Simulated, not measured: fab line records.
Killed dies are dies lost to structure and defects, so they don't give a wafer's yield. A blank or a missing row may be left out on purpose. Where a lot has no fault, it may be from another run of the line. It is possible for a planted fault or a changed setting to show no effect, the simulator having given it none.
Which of the tools did it?	flow berkeleyCmos170	15 lots, 45 wafers sampled, at 4 steps of a route of 331

## WHAT THE GAUGES READ, wafer by wafer
UCB170_NSD_CD_MEAS_06 targets a cd of 1200 nm. Usual: cdNm at 1199.9 nm, with a standard deviation of 1.4.
lot	measured	on	cdNm (nm)	flag
L112	day 6 13:35	cdSem-01	1196.6 1195.4 1196.2	
L113	day 6 16:58	cdSem-01	1198.8 1197.8 1198.8	
L116	day 7 13:43	cdSem-01	1198.1 1199.3 1197.4	
L118	day 8 00:40	cdSem-01	1200.5 1199.7 1200.2	
L119	day 8 00:50	cdSem-02	1202.2 1201.2 1201.1	
L121	day 8 16:58	cdSem-02	1199.4 1201.1 1199.1	
L122	day 8 17:15	cdSem-02	- - -	OFF
L123	day 9 07:43	cdSem-02	- - -	OFF
L125	day 9 07:34	cdSem-02	- - -	OFF
L126	day 9 18:23	cdSem-02	1200.3 1199.1 1200.1	
L129	day 10 09:52	cdSem-02	1198.3 1199.4 1200.0	
L131	day 10 11:07	cdSem-02	1201.7 1201.9 1200.2	
L132	day 10 10:47	cdSem-01	1199.4 1197.8 1198.1	
L133	day 11 14:48	cdSem-01	1201.1 1199.9 1200.7	
L134	day 11 15:21	cdSem-02	1200.2 1200.9 1199.6	

## WHAT TOOL EACH LOT RAN ON (gives the tool, then ch and the chambers of the sampled wafers, and finally the start)
lot	UCB170_ZERO_ETCH_06	UCB170_ACTIVE_ETCH_15	UCB170_NSD_COAT_01
L112	rieDiel-04 ch 0,2,3, day 1 20:18	rieDiel-03 ch 0,1,2, day 4 02:46	lithoTrack-01 ch 0, day 6 12:39
L113	rieDiel-04 ch 0,3, day 2 04:23	rieDiel-02 ch 0,2,3, day 4 07:26	lithoTrack-04 ch 0, day 6 16:17
L116	rieDiel-04 ch 1,3, day 2 14:25	rieDiel-01 ch 2,3, day 4 22:45	lithoTrack-01 ch 0, day 7 12:40
L118	rieDiel-03 ch 0,2,3, day 3 02:02	rieDiel-02 ch 1,2, day 5 07:45	lithoTrack-04 ch 0, day 7 23:47
L119	rieDiel-03 ch 0,1,2, day 3 05:57	rieDiel-03 ch 2,3, day 5 08:02	lithoTrack-03 ch 0, day 7 23:49
L121	rieDiel-01 ch 0,2,3, day 3 19:17	rieDiel-02 ch 0,1,3, day 6 07:44	lithoTrack-04 ch 0, day 8 16:10
L122	rieDiel-03 ch 0,1,3, day 3 22:29	rieDiel-01 ch 0,2,3, day 6 08:01	lithoTrack-03, day 8 16:23
L123	rieDiel-03 ch 0,1,2, day 4 00:19	rieDiel-02 ch 0,2, day 6 20:52	lithoTrack-04, day 9 06:26
L125	rieDiel-01 ch 0,1,3, day 4 09:56	rieDiel-03 ch 0,1,3, day 6 21:21	lithoTrack-01, day 9 06:26
L126	rieDiel-01 ch 0,2,3, day 4 16:07	rieDiel-01 ch 0,2,3, day 7 04:52	lithoTrack-04 ch 0, day 9 17:41
L129	rieDiel-01 ch 0,2,3, day 5 07:19	rieDiel-01 ch 1,2, day 7 19:18	lithoTrack-03 ch 0, day 10 07:55
L131	rieDiel-01 ch 1,2,3, day 5 20:01	rieDiel-01 ch 1,2,3, day 8 08:02	lithoTrack-03 ch 0, day 10 09:32
L132	rieDiel-01 ch 0,1,3, day 6 00:11	rieDiel-03 ch 0,3, day 8 08:17	lithoTrack-04 ch 0, day 10 08:50
L133	rieDiel-04 ch 0,3, day 6 09:49	rieDiel-03 ch 0,1,3, day 9 04:04	lithoTrack-01 ch 0, day 11 13:20
L134	rieDiel-01 ch 2,3, day 6 12:39	rieDiel-01 ch 0,3, day 9 04:11	lithoTrack-04 ch 0, day 11 13:47
- UCB170_ZERO_ETCH_06: etches SiO2 in CHF3/CF4/Ar, time 12 s.
- UCB170_ACTIVE_ETCH_15: etches Si3N4 in CH3F/Ar/O2, stops on SiO2, target depth 242 nm, time 151 s.
- UCB170_NSD_COAT_01: resist thk 900 nm.

## AS READ BY THE TOOLS THEMSELVES (means over the sampled wafers that have a number; for cases with no such wafer, the mark the record gives instead)
UCB170_ZERO_ETCH_06. Usual: drypumpMotorCurrentA 5.7 A, standard deviation 0.43; oesProductAu 0.615 a.u., standard deviation 0.013; throttleValvePct 9.27 %, standard deviation 0.11.
lot	tool	drypumpMotorCurrentA (A)	oesProductAu (a.u.)	throttleValvePct (%)	flag
L112	rieDiel-04	6.0	0.627	9.27	
L113	rieDiel-04	5.8	0.631	9.30	
L116	rieDiel-04	5.7	0.622	9.31	
L118	rieDiel-03	6.1	0.615	9.22	
L119	rieDiel-03	5.6	0.612	9.28	
L121	rieDiel-01	5.4	0.608	9.29	
L122	rieDiel-03	5.8	0.621	9.30	
L123	rieDiel-03	5.6	0.611	9.28	
L125	rieDiel-01	5.8	0.604	9.27	
L126	rieDiel-01	5.4	0.613	9.29	
L129	rieDiel-01	5.4	0.614	9.29	
L131	rieDiel-01	5.7	0.614	9.24	
L132	rieDiel-01	5.8	0.606	9.26	
L133	rieDiel-04	5.9	0.624	9.27	
L134	rieDiel-01	5.5	0.607	9.32	

UCB170_ACTIVE_ETCH_15. Usual: drypumpMotorCurrentA 5.6 A, standard deviation 0.51; oesProductAu 0.937 a.u., standard deviation 0.019; throttleValvePct 8.07 %, standard deviation 0.16.
lot	tool	drypumpMotorCurrentA (A)	oesProductAu (a.u.)	throttleValvePct (%)	flag
L112	rieDiel-03	5.6	0.924	8.08	
L113	rieDiel-02	5.6	0.956	8.02	
L116	rieDiel-01	5.5	0.927	8.14	
L118	rieDiel-02	5.1	0.948	7.90	
L119	rieDiel-03	6.4	0.960	8.11	
L121	rieDiel-02	5.6	0.960	8.19	
L122	rieDiel-01	5.4	0.927	8.11	
L123	rieDiel-02	5.4	0.959	7.91	
L125	rieDiel-03	5.8	0.929	8.12	
L126	rieDiel-01	5.4	0.914	8.10	
L129	rieDiel-01	5.9	0.949	7.97	
L131	rieDiel-01	5.7	0.944	8.05	
L132	rieDiel-03	5.8	0.927	7.97	
L133	rieDiel-03	5.8	0.929	8.12	
L134	rieDiel-01	5.4	0.906	8.13	

UCB170_NSD_COAT_01. Usual: chillPlateTempC 23.01 C, standard deviation 0.11; dispensePressureKPa 50.6 kPa, standard deviation 2.
lot	tool	chillPlateTempC (C)	dispensePressureKPa (kPa)	flag
L112	lithoTrack-01	23.08	49.5	
L113	lithoTrack-04	22.99	49.2	
L116	lithoTrack-01	23.06	49.4	
L118	lithoTrack-04	23.04	49.2	
L119	lithoTrack-03	23.00	53.8	
L121	lithoTrack-04	22.96	49.2	
L122	lithoTrack-03	-	-	OFF
L123	lithoTrack-04	-	-	OFF
L125	lithoTrack-01	-	-	OFF
L126	lithoTrack-04	23.05	49.2	
L129	lithoTrack-03	22.89	53.8	
L131	lithoTrack-03	23.14	53.8	
L132	lithoTrack-04	23.15	49.2	
L133	lithoTrack-01	22.83	49.5	
L134	lithoTrack-04	23.04	49.2	

## THE ANSWER, worked out from the rows above alone
Rule: take the mean of a lot's wafers that have a number; if it is more than 3 standard deviations from the usual mean, the lot is off. A lot without any number at a reading at which 4 lots or more have one is off too. All remaining lots with rows at the step are treated as sound. After the gauges, taken in route order, come the tools' own readings; for these a lot's mean is taken, as printed above. The first step at which some lot is off is used, and at that step the reading that is off furthest; a lot without a number counts as furthest.
Off: L122, L123, L125, at UCB170_NSD_CD_MEAS_06 (cdNm). Without a number there: L122, L123, L125.
If a tool, at a process step before that reading, ran all the lots that are off and no sound lot after the first of them, it fits. Not tried: the gauges at UCB170_NSD_CD_MEAS_06; whatever is off there is also off at UCB170_NSD_COAT_01, on other tools, and gauge error can't account for it. None of those tried fits.

## WHAT HAD BEEN PUT IN BY THE SIMULATOR
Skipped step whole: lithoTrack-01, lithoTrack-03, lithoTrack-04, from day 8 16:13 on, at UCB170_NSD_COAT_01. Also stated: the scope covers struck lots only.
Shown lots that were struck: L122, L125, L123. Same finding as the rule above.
